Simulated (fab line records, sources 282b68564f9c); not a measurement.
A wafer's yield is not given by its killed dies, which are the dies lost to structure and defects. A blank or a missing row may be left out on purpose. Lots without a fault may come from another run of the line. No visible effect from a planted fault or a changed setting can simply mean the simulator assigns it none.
fab line records | flow ritCmos
record lots=12 | wafers=36 | lastDay=7
route steps=202 shown ACTIVE@3 PWELL@48 NSD@141 M1@202
lots that met no fault: taken from a fault-free run of the same line
startH: hours from the record's opening day to when the first of the lot's shown wafers began | waitH: hours elapsed since this lot's preceding step | " as in the row above | L1.1+2: one row covering several wafers at once | - no value present, or no start provided | * or withheld: withheld | < > ~ a bound
route shown NAME@n: a module of which the file shows steps, and the number in the route of the first | usual: mean and standard deviation over wafers with no fault | same: alike in all rows | chamber/n: place in a boat | sites: per-site readings | _std_site: how widely they spread, as a standard deviation | _edge_site: outer sites' mean less inner sites' | radiusMm: for every site, how far away it sits from the centre of the wafer | mask NAME#n: copy n | behind: the tool/chamber that last shaped the wafer | hold: why the lot went on hold/how many hours it stayed there/how the hold came to an end | device: names the non-switching transistor (n, p or np) | end of line: at the end of the route, the tests of the same wafers | a step given without rows: its recipe and nothing more | killed: dies that structure and defects cost at the first sort, which is not the same as the wafer's yield | map: a wafer's dies, marking killed ones x, the rest . and places with no die _
set.NAME: setting as actually run; set.NAME@STEP: the setting as run at that earlier step | model.NAME: the simulator's own value behind a step, which no gauge read
route steps across a sampled set of lots; one table per step, one row per wafer
services: the hour from which a tool's chamber was out of use, counted from the record's first day as startH (under 0 if before that day), plus the number of hours and why
## steps
# step RIT_ACTIVE_THK_MEAS_02
# recipe reads=SiO2_of_ACTIVE_OXIDATION_01
# usual ACTIVE_OXIDE_THK=46.7/0.82
lot.wafer | tool         | chamber | startH | waitH | ACTIVE_OXIDE_THK[nm]
L613.2    | filmMetro-02 | -       | 12.06  | 0.0   | 46.9
L613.3    | "            | -       | "      | "     | 47.3
L613.6    | "            | -       | "      | "     | 46.1
L614.3    | filmMetro-02 | -       | 17.07  | 0.0   | 47.2
L614.4    | "            | -       | "      | "     | 46.7
L614.5    | "            | -       | "      | "     | 47.2
L615.1    | filmMetro-03 | -       | 22.41  | 0.0   | 48.3
L615.3    | "            | -       | "      | "     | 48.2
L615.4    | "            | -       | "      | "     | 47.6
L616.2    | filmMetro-01 | -       | 30.10  | 0.0   | 47.8
L616.3    | "            | -       | "      | "     | 47.3
L616.4    | "            | -       | "      | "     | 48.1
L617.1    | filmMetro-02 | -       | 38.18  | 0.0   | 46.9
L617.3    | "            | -       | "      | "     | 46.5
L617.5    | "            | -       | "      | "     | 46.8
L618.3    | filmMetro-01 | -       | 38.20  | 0.0   | 48.1
L618.4    | "            | -       | "      | "     | 47.0
L618.6    | "            | -       | "      | "     | 47.4
L619.1    | filmMetro-03 | -       | 42.05  | 0.0   | 45.7
L619.2    | "            | -       | "      | "     | 46.2
L619.3    | "            | -       | "      | "     | 45.5
L624.3    | filmMetro-03 | -       | 67.07  | 0.0   | 46.5
L624.5    | "            | -       | "      | "     | 46.2
L624.6    | "            | -       | "      | "     | 46.2
L631.1    | filmMetro-03 | -       | 102.73 | 0.0   | 47.6
L631.3    | "            | -       | "      | "     | 47.0
L631.6    | "            | -       | "      | "     | 47.6
L633.1    | filmMetro-02 | -       | 112.05 | 0.0   | 44.8
L633.3    | "            | -       | "      | "     | 45.1
L633.6    | "            | -       | "      | "     | 45.1
L635.2    | filmMetro-03 | -       | 122.06 | 0.0   | 46.8
L635.5    | "            | -       | "      | "     | 46.9
L635.6    | "            | -       | "      | "     | 47.7
L636.1    | filmMetro-03 | -       | 127.05 | 0.0   | 46.7
L636.5    | "            | -       | "      | "     | 46.8
L636.6    | "            | -       | "      | "     | 46.3
# step RIT_ACTIVE_CVD_03
# recipe material=Si3N4 | targetThkNm=150 | tempC=810 | precursor=SiH2Cl2/NH3 | timeS=1500 | pressureMtorr=300 | sih2cl2FlowSccm=60 | nh3FlowSccm=150
# usual pressureMtorr=300.1/0.64 | spikeTcLoadC=835.3/1.9
lot.wafer | tool     | chamber | startH | waitH | pressureMtorr | spikeTcLoadC
L613.2    | lpcvd-01 | 0       | 12.11  | 0.0   | 301.1         | 835.7
L613.3    | "        | 0       | "      | "     | 301.6         | 835.9
L613.6    | "        | 0       | "      | "     | 301.4         | 835.6
L614.3    | lpcvd-01 | 1       | 17.11  | 0.0   | 299.6         | 834.5
L614.4    | "        | 1       | "      | "     | 299.6         | 834.5
L614.5    | "        | 1       | "      | "     | 299.2         | 835.3
L615.1    | lpcvd-01 | 1       | 22.47  | 0.1   | 298.9         | 833.2
L615.3    | "        | 1       | "      | "     | 299.6         | 833.6
L615.4    | "        | 1       | "      | "     | 298.6         | 833.3
L616.2    | lpcvd-02 | 1       | 30.15  | 0.0   | 300.9         | 831.0
L616.3    | "        | 1       | "      | "     | 300.6         | 834.7
L616.4    | "        | 1       | "      | "     | 300.1         | 833.6
L617.1    | lpcvd-01 | 0       | 38.24  | 0.1   | 299.1         | 836.0
L617.3    | "        | 0       | "      | "     | 300.2         | 834.9
L617.5    | "        | 0       | "      | "     | 299.8         | 833.4
L618.3    | lpcvd-01 | 0       | 38.24  | 0.0   | 301.1         | 834.1
L618.4    | "        | 0       | "      | "     | 300.4         | 837.1
L618.6    | "        | 0       | "      | "     | 300.9         | 835.7
L619.1    | lpcvd-02 | 0       | 42.11  | 0.1   | 300.6         | 837.2
L619.2    | "        | 0       | "      | "     | 298.9         | 835.9
L619.3    | "        | 0       | "      | "     | 299.7         | 837.0
L624.3    | lpcvd-02 | 1       | 67.11  | 0.0   | 300.4         | 833.8
L624.5    | "        | 1       | "      | "     | 300.1         | 835.0
L624.6    | "        | 1       | "      | "     | 300.8         | 832.1
L631.1    | lpcvd-01 | 1       | 102.79 | 0.1   | 300.2         | 833.0
L631.3    | "        | 1       | "      | "     | 300.1         | 835.4
L631.6    | "        | 1       | "      | "     | 299.8         | 836.2
L633.1    | lpcvd-01 | 1       | 112.11 | 0.1   | 299.1         | 833.9
L633.3    | "        | 1       | "      | "     | 299.2         | 835.8
L633.6    | "        | 1       | "      | "     | 300.1         | 835.8
L635.2    | lpcvd-01 | 0       | 122.11 | 0.0   | 299.7         | 834.9
L635.5    | "        | 0       | "      | "     | 299.5         | 834.5
L635.6    | "        | 0       | "      | "     | 300.3         | 835.2
L636.1    | lpcvd-01 | 0       | 127.11 | 0.1   | 301.2         | 835.3
L636.5    | "        | 0       | "      | "     | 300.4         | 835.5
L636.6    | "        | 0       | "      | "     | 301.1         | 835.2
# step RIT_ACTIVE_THK_MEAS_04
# recipe reads=Si3N4_of_ACTIVE_CVD_03
# usual ACTIVE_NITRIDE_THK=150.3/1.4
lot.wafer | tool         | chamber | startH | waitH | ACTIVE_NITRIDE_THK[nm]
L613.2    | filmMetro-01 | -       | 13.54  | 0.0   | 152.4
L613.3    | "            | -       | "      | "     | 150.4
L613.6    | "            | -       | "      | "     | 151.1
L614.3    | filmMetro-01 | -       | 18.55  | 0.0   | 151.7
L614.4    | "            | -       | "      | "     | 152.1
L614.5    | "            | -       | "      | "     | 150.9
L615.1    | filmMetro-02 | -       | 23.89  | 0.0   | 149.9
L615.3    | "            | -       | "      | "     | 150.6
L615.4    | "            | -       | "      | "     | 148.7
L616.2    | filmMetro-02 | -       | 31.58  | 0.0   | 148.3
L616.3    | "            | -       | "      | "     | 147.7
L616.4    | "            | -       | "      | "     | 149.6
L617.1    | filmMetro-03 | -       | 39.66  | 0.0   | 152.1
L617.3    | "            | -       | "      | "     | 152.4
L617.5    | "            | -       | "      | "     | 151.4
L618.3    | filmMetro-02 | -       | 39.68  | 0.0   | 149.2
L618.4    | "            | -       | "      | "     | 150.0
L618.6    | "            | -       | "      | "     | 149.4
L619.1    | filmMetro-01 | -       | 43.53  | 0.0   | 150.1
L619.2    | "            | -       | "      | "     | 149.5
L619.3    | "            | -       | "      | "     | 150.0
L624.3    | filmMetro-01 | -       | 68.55  | 0.0   | 120.3
L624.5    | "            | -       | "      | "     | 121.0
L624.6    | "            | -       | "      | "     | 120.5
L631.1    | filmMetro-03 | -       | 104.21 | 0.0   | 148.2
L631.3    | "            | -       | "      | "     | 149.4
L631.6    | "            | -       | "      | "     | 150.0
L633.1    | filmMetro-01 | -       | 113.53 | 0.0   | 149.4
L633.3    | "            | -       | "      | "     | 148.5
L633.6    | "            | -       | "      | "     | 149.6
L635.2    | filmMetro-03 | -       | 123.54 | 0.0   | 147.9
L635.5    | "            | -       | "      | "     | 148.1
L635.6    | "            | -       | "      | "     | 148.5
L636.1    | filmMetro-03 | -       | 128.53 | 0.0   | 148.9
L636.5    | "            | -       | "      | "     | 147.9
L636.6    | "            | -       | "      | "     | 148.3
# step RIT_ACTIVE_ETCH_13
# recipe stopOn=SiO2 | chemistry=SF6 | target=Si3N4 | timeS=210 | overEtchFrac=0.4 | SF6_flow_sccm=200 | pressureMtorr=260 | rfW=125 | targetDepthA=2100
# usual chamberPressureMTorr=260.02/0.22 | drypumpMotorCurrentA=5.60/0.29 | oesProductAu=0.826/0.016 | throttleValvePct=7.54/0.15
# same timeS=210
lot.wafer | tool       | chamber | startH | waitH | chamberPressureMTorr | drypumpMotorCurrentA | oesProductAu | rfHoursCounterH | throttleValvePct
L613.2    | rieDiel-03 | 0       | 14.99  | 0.1   | 259.82               | 5.24                 | 0.857        | 104             | 7.59
L613.3    | "          | 2       | "      | "     | 260.21               | 5.64                 | 0.808        | 20              | 7.69
L613.6    | "          | 0       | "      | "     | 260.45               | 5.24                 | 0.850        | -               | 7.60
L614.3    | rieDiel-01 | 1       | 19.75  | 0.1   | 260.29               | 5.75                 | 0.821        | 134             | 7.68
L614.4    | "          | 3       | "      | "     | 259.85               | 5.47                 | 0.835        | 106             | 7.53
L614.5    | "          | 2       | "      | "     | 260.21               | 5.69                 | 0.826        | -               | 7.38
L615.1    | rieDiel-01 | 1       | 25.19  | 0.1   | 259.95               | 5.78                 | 0.814        | 134             | 7.70
L615.3    | "          | 2       | "      | "     | 259.65               | 5.65                 | 0.822        | 24              | 7.38
L615.4    | "          | 0       | "      | "     | 260.09               | 5.77                 | 0.812        | 151             | 7.71
L616.2    | rieDiel-01 | 0       | 32.87  | 0.1   | 259.67               | 5.79                 | 0.815        | 151             | 7.71
L616.3    | "          | 2       | "      | "     | 259.96               | 5.65                 | 0.819        | 24              | 7.40
L616.4    | "          | 3       | "      | "     | 260.28               | 5.46                 | 0.845        | 106             | 7.55
L617.1    | rieDiel-03 | 3       | 40.88  | 0.1   | 259.90               | 6.30                 | 0.806        | 165             | 7.57
L617.3    | "          | 2       | "      | "     | 260.30               | 5.64                 | 0.814        | 20              | 7.68
L617.5    | "          | 3       | "      | "     | 259.86               | 6.30                 | 0.812        | -               | 7.58
L618.3    | rieDiel-01 | 0       | 41.12  | 0.1   | 260.05               | 5.76                 | 0.829        | 151             | 7.71
L618.4    | "          | 1       | "      | "     | 260.23               | 5.79                 | 0.823        | 134             | 7.71
L618.6    | "          | 2       | "      | "     | 259.83               | 5.66                 | 0.819        | -               | 7.38
L619.1    | rieDiel-03 | 3       | 44.83  | 0.1   | 260.39               | 6.28                 | 0.806        | 165             | 7.60
L619.2    | "          | 1       | "      | "     | 259.65               | 5.29                 | 0.838        | 9               | 7.32
L619.3    | "          | 2       | "      | "     | 259.88               | 5.63                 | 0.816        | 21              | 7.69
L624.3    | rieDiel-03 | 0       | 70.00  | 0.1   | 260.00               | 5.23                 | 0.761        | 105             | 7.61
L624.5    | "          | 1       | "      | "     | 260.13               | 5.32                 | 0.755        | -               | 7.31
L624.6    | "          | 2       | "      | "     | 259.91               | 5.66                 | 0.725        | -               | 7.68
L631.1    | rieDiel-03 | 0       | 105.39 | 0.1   | 260.23               | 5.21                 | 0.839        | 105             | 7.60
L631.3    | "          | 3       | "      | "     | 259.87               | 6.33                 | 0.831        | 0               | 7.58
L631.6    | "          | 3       | "      | "     | 260.43               | 6.28                 | 0.829        | -               | 7.58
L633.1    | rieDiel-01 | 2       | 114.91 | 0.1   | 259.39               | 5.69                 | 0.819        | 26              | 7.38
L633.3    | "          | 0       | "      | "     | 259.68               | 5.75                 | 0.826        | 153             | 7.71
L633.6    | "          | 3       | "      | "     | 260.10               | 5.44                 | 0.842        | -               | 7.54
L635.2    | rieDiel-02 | 1       | 124.83 | 0.1   | 260.39               | 5.38                 | 0.816        | 119             | 7.75
L635.5    | "          | 0       | "      | "     | 260.11               | 5.69                 | 0.802        | -               | 7.36
L635.6    | "          | 1       | "      | "     | 260.09               | 5.38                 | 0.818        | -               | 7.75
L636.1    | rieDiel-02 | 0       | 129.71 | 0.1   | 260.06               | 5.70                 | 0.802        | 5               | 7.37
L636.5    | "          | 1       | "      | "     | 260.13               | 5.36                 | 0.817        | -               | 7.78
L636.6    | "          | 3       | "      | "     | 259.81               | 6.02                 | 0.798        | -               | 7.29
# step RIT_PWELL_STRIP_09
# recipe chemistry=O2 | timeS=180 | resist=NOVOLAK | platenTempC=withheld | powerW=500 | pressureMtorr=4000 | o2FlowSccm=4000
# usual chamberPressureMTorr=4001/3.9 | drypumpMotorCurrentA=5.9/0.63
# same timeS=180
lot.wafer | tool           | chamber | startH | waitH | chamberPressureMTorr | drypumpMotorCurrentA | rfHoursCounterH
L613.2    | plasmaAsher-04 | 1       | 24.23  | 0.1   | 4002                 | 5.7                  | 23
L613.3    | "              | 1       | "      | "     | 4004                 | 5.7                  | -
L613.6    | "              | 0       | "      | "     | 4011                 | 6.6                  | -
L614.3    | plasmaAsher-02 | 0       | 29.31  | 0.1   | 3999                 | 5.3                  | -
L614.4    | "              | 1       | "      | "     | 4006                 | 5.0                  | -
L614.5    | "              | 1       | "      | "     | 4002                 | 5.0                  | -
L615.1    | plasmaAsher-03 | 1       | 36.58  | 0.1   | 3991                 | 6.2                  | 39
L615.3    | "              | 0       | "      | "     | 4002                 | 6.6                  | -
L615.4    | "              | 1       | "      | "     | 3999                 | 6.2                  | -
L616.2    | plasmaAsher-04 | 0       | 42.43  | 0.1   | 4005                 | 6.6                  | 25
L616.3    | "              | 1       | "      | "     | 3997                 | 5.7                  | -
L616.4    | "              | 0       | "      | "     | 4005                 | 6.6                  | -
L617.1    | plasmaAsher-02 | 1       | 50.25  | 0.1   | 4002                 | 5.0                  | 39
L617.3    | "              | 1       | "      | "     | 3997                 | 5.0                  | -
L617.5    | "              | 1       | "      | "     | 4001                 | 5.0                  | -
L618.3    | plasmaAsher-03 | 1       | 50.55  | 0.1   | 3997                 | 6.2                  | -
L618.4    | "              | 0       | "      | "     | 4008                 | 6.6                  | -
L618.6    | "              | 1       | "      | "     | 3997                 | 6.2                  | -
L619.1    | plasmaAsher-04 | 0       | 57.26  | 0.1   | 4001                 | 6.6                  | 26
L619.2    | "              | 1       | "      | "     | 4001                 | 5.7                  | 26
L619.3    | "              | 0       | "      | "     | 4003                 | 6.6                  | -
L624.3    | plasmaAsher-02 | 1       | 77.86  | 0.1   | 4001                 | 5.0                  | -
L624.5    | "              | 0       | "      | "     | 3994                 | 5.3                  | -
L624.6    | "              | 1       | "      | "     | 4001                 | 5.0                  | -
L631.1    | plasmaAsher-03 | 1       | 114.04 | 0.1   | 3999                 | 6.2                  | 47
L631.3    | "              | 1       | "      | "     | 3999                 | 6.2                  | -
L631.6    | "              | 1       | "      | "     | 4000                 | 6.2                  | -
L633.1    | plasmaAsher-02 | 0       | 123.24 | 0.1   | 4008                 | 5.3                  | 48
L633.3    | "              | 1       | "      | "     | 3998                 | 5.0                  | -
L633.6    | "              | 0       | "      | "     | 3998                 | 5.3                  | -
L635.2    | plasmaAsher-02 | 1       | 133.47 | 0.1   | 3999                 | 5.0                  | 49
L635.5    | "              | 1       | "      | "     | 3997                 | 5.0                  | -
L635.6    | "              | 0       | "      | "     | 4005                 | 5.3                  | -
L636.1    | plasmaAsher-04 | 1       | 137.36 | 0.1   | 3998                 | 5.7                  | 36
L636.5    | "              | 1       | "      | "     | 3994                 | 5.7                  | -
L636.6    | "              | 0       | "      | "     | 3996                 | 6.6                  | -
# step RIT_NSD_TW_MEAS_10
# usual NSD_TW=3129/42
lot.wafer | tool         | chamber | startH | waitH | NSD_TW
L613.2    | filmMetro-01 | -       | 53.77  | 0.1   | 3093
L613.3    | "            | -       | "      | "     | 3094
L613.6    | "            | -       | "      | "     | 3098
L614.3    | filmMetro-03 | -       | 59.47  | 0.1   | 3103
L614.4    | "            | -       | "      | "     | 3117
L614.5    | "            | -       | "      | "     | 3110
L615.1    | filmMetro-02 | -       | 67.20  | 0.1   | 3176
L615.3    | "            | -       | "      | "     | 3155
L615.4    | "            | -       | "      | "     | 3181
L616.2    | filmMetro-01 | -       | 71.64  | 0.1   | 3110
L616.3    | "            | -       | "      | "     | 3118
L616.4    | "            | -       | "      | "     | 3123
L617.1    | filmMetro-02 | -       | 76.23  | 0.1   | 3201
L617.3    | "            | -       | "      | "     | 3183
L617.5    | "            | -       | "      | "     | 3184
L618.3    | filmMetro-03 | -       | 78.73  | 0.1   | 3111
L618.4    | "            | -       | "      | "     | 3118
L618.6    | "            | -       | "      | "     | 3097
L619.1    | filmMetro-03 | -       | 82.50  | 0.1   | 3099
L619.2    | "            | -       | "      | "     | 3103
L619.3    | "            | -       | "      | "     | 3095
L624.3    | filmMetro-01 | -       | 103.77 | 0.1   | 3127
L624.5    | "            | -       | "      | "     | 3128
L624.6    | "            | -       | "      | "     | 3115
L631.1    | filmMetro-03 | -       | 138.85 | 0.1   | 3083
L631.3    | "            | -       | "      | "     | 3084
L631.6    | "            | -       | "      | "     | 3073
L633.1    | filmMetro-02 | -       | 148.11 | 0.1   | 3180
L633.3    | "            | -       | "      | "     | 3194
L633.6    | "            | -       | "      | "     | 3189
L635.2    | filmMetro-03 | -       | 157.31 | 0.1   | 3091
L635.5    | "            | -       | "      | "     | 3104
L635.6    | "            | -       | "      | "     | 3082
L636.1    | filmMetro-02 | -       | 162.30 | 0.1   | 3182
L636.5    | "            | -       | "      | "     | 3181
L636.6    | "            | -       | "      | "     | 3178
# step RIT_M1_PROBE_99
# usual killed_at_M0_to_M3=0.0/0.14 | killedAtContacts=0.1/0.29 | killedAtFrontEnd=7/3 | killedDies=8/3 | killedOpen=3.7/2 | killedShort=3.8/2.1
# same grossDies=264 | killed_at_M4_up=0 | killedAtBackSide=0 | killedAtOther=0
lot.wafer | tool      | chamber | startH | waitH | killed_at_M0_to_M3 | killedAtContacts | killedAtFrontEnd | killedDies | killedOpen | killedShort
L615.1    | prober-01 | -       | 77.08  | 0.1   | 0                  | 1                | 6                | 7          | 2          | 5
L615.3    | prober-01 | -       | 77.18  | 0.2   | 0                  | 0                | 2                | 2          | 0          | 2
L615.4    | prober-01 | -       | 77.23  | 0.2   | 0                  | 0                | 9                | 9          | 6          | 3
L618.3    | prober-02 | -       | 88.29  | 0.2   | 0                  | 0                | 9                | 9          | 4          | 5
L618.4    | prober-02 | -       | 88.34  | 0.2   | 0                  | 0                | 8                | 8          | 7          | 1
L618.6    | prober-02 | -       | 88.44  | 0.2   | 0                  | 0                | 13               | 13         | 6          | 7
L619.1    | prober-01 | -       | 91.85  | 0.1   | 0                  | 1                | 5                | 6          | 5          | 1
L619.2    | prober-01 | -       | 91.90  | 0.1   | 0                  | 0                | 3                | 3          | 3          | 0
L619.3    | prober-01 | -       | 91.95  | 0.2   | 0                  | 0                | 6                | 6          | 4          | 2
L624.3    | prober-02 | -       | 113.89 | 0.2   | 0                  | 0                | 7                | 7          | 3          | 4
L624.5    | prober-02 | -       | 113.99 | 0.2   | 0                  | 0                | 11               | 11         | 8          | 3
L624.6    | prober-02 | -       | 114.04 | 0.2   | 0                  | 0                | 5                | 5          | 3          | 2
# killed by level:class
L615.1 SPACER:geometricParticle:short=2 FOX2:geometricParticle:open=1 GATE:geometricParticle:short=1 REOX:geometricParticle:short=1 SPACER:geometricParticle:open=1 CONTACT:geometricParticle:short=1
L615.3 GATE:geometricParticle:short=1 REOX:geometricParticle:short=1
L615.4 FOX1:geometricParticle:open=2 FOX1:geometricParticle:short=2 GATE:geometricParticle:open=2 REOX:geometricParticle:open=2 SPACER:geometricParticle:short=1
L618.3 GATE:geometricParticle:short=3 FOX1:geometricParticle:open=2 FOX1:geometricParticle:short=1 FOX2:geometricParticle:open=1 SILICIDE:geometricParticle:open=1 SILICIDE:geometricParticle:short=1
L618.4 GATE:geometricParticle:open=3 REOX:geometricParticle:open=2 FOX1:geometricParticle:open=1 SILICIDE:geometricParticle:open=1 SILICIDE:geometricParticle:short=1
L618.6 FOX1:geometricParticle:short=3 SILICIDE:geometricParticle:open=3 ACTIVE:geometricParticle:short=2 FOX1:geometricParticle:open=1 FOX2:geometricParticle:open=1 FOX2:geometricParticle:short=1 GATE:geometricParticle:short=1 GATE:geometricParticle:open=1
L619.1 REOX:geometricParticle:open=2 FOX1:geometricParticle:open=1 FOX2:geometricParticle:open=1 SILICIDE:geometricParticle:short=1 CONTACT:geometricParticle:open=1
L619.2 FOX2:geometricParticle:open=1 GATE:geometricParticle:open=1 SPACER:geometricParticle:open=1
L619.3 FOX2:geometricParticle:open=3 FOX1:geometricParticle:short=1 GATE:geometricParticle:open=1 REOX:geometricParticle:short=1
L624.3 GATE:geometricParticle:short=2 GATE:geometricParticle:open=2 FOX2:geometricParticle:short=1 SPACER:geometricParticle:open=1 SILICIDE:geometricParticle:short=1
L624.5 SILICIDE:geometricParticle:open=3 FOX1:geometricParticle:open=2 FOX2:geometricParticle:open=1 FOX2:geometricParticle:short=1 REOX:geometricParticle:short=1 REOX:geometricParticle:open=1 SPACER:geometricParticle:open=1 SILICIDE:geometricParticle:short=1
L624.6 FOX1:geometricParticle:short=2 REOX:geometricParticle:open=2 SILICIDE:geometricParticle:open=1
## services
tool           | chamber | startH | hours | kind
rieDiel-03     | 1       | -8.27  | 14.5  | repair
rieDiel-03     | 0       | 36.34  | 12.2  | repair
rieDiel-01     | 3       | 48.77  | 5.7   | repair
plasmaAsher-03 | -       | 53.22  | 1.4   | repair
rieDiel-01     | 3       | 54.52  | 7.7   | repair
rieDiel-03     | 3       | 66.55  | -     | clean
rieDiel-03     | 3       | 66.55  | 23.9  | scheduledDown
rieDiel-03     | 3       | 66.55  | 23.9  | ventCycle
rieDiel-02     | -       | 69.61  | 0.8   | repair
rieDiel-01     | 2       | 71.12  | 4.4   | repair
rieDiel-01     | 0       | 74.13  | 4.8   | repair
rieDiel-03     | -       | 82.63  | 1.3   | repair
rieDiel-03     | -       | 92.45  | 0.4   | repair
lpcvd-02       | -       | 99.64  | 1.2   | repair
rieDiel-02     | 2       | 111.94 | 8.3   | repair
plasmaAsher-03 | -       | 116.76 | 2.8   | pm
rieDiel-03     | 0       | 126.46 | 5.0   | repair
rieDiel-02     | 2       | 129.24 | -     | clean
rieDiel-02     | 2       | 129.24 | 20.4  | scheduledDown
rieDiel-02     | 2       | 129.24 | 20.4  | ventCycle
rieDiel-03     | 2       | 130.14 | 9.4   | repair
rieDiel-01     | 0       | 133.89 | -     | clean
rieDiel-01     | 0       | 133.89 | 17.2  | scheduledDown
rieDiel-01     | 0       | 133.89 | 17.2  | ventCycle
## key
firstSign step=RIT_ACTIVE_THK_MEAS_04 | reading=ACTIVE_NITRIDE_THK | direction=down | sigmas=21 | usual=150.3 | struck=120.6
effect step=RIT_ACTIVE_ETCH_13 | reading=oesProductAu | direction=down | sigmas=5 | usual=0.826 | struck=0.747
metAt RIT_ACTIVE_CVD_03
struckLots L624
struckWafers L624.3,L624.5,L624.6
testerLeftOut L624
notActingAt RIT_ACTIVE_THK_MEAS_02,RIT_PWELL_STRIP_09,RIT_NSD_TW_MEAS_10
onsetBetween 30.15 67.11
fault kind=processParameterDrift | tool=lpcvd-02 | chamber=1 | onsetH=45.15 | steps=RIT_ACTIVE_CVD_03 | channel=targetThkNm | offset=-30 | shape=step | endH=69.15 | actsIn=theseRecipesOnly | stated=150
# testerLeftOut: of these lots the tester's yield and bins aren't shown, on N5 and GAA mostly nor the transistor test; their killed dies are dies lost to structure and defects alone, not to doping, threshold or leakage, so they don't give the yield
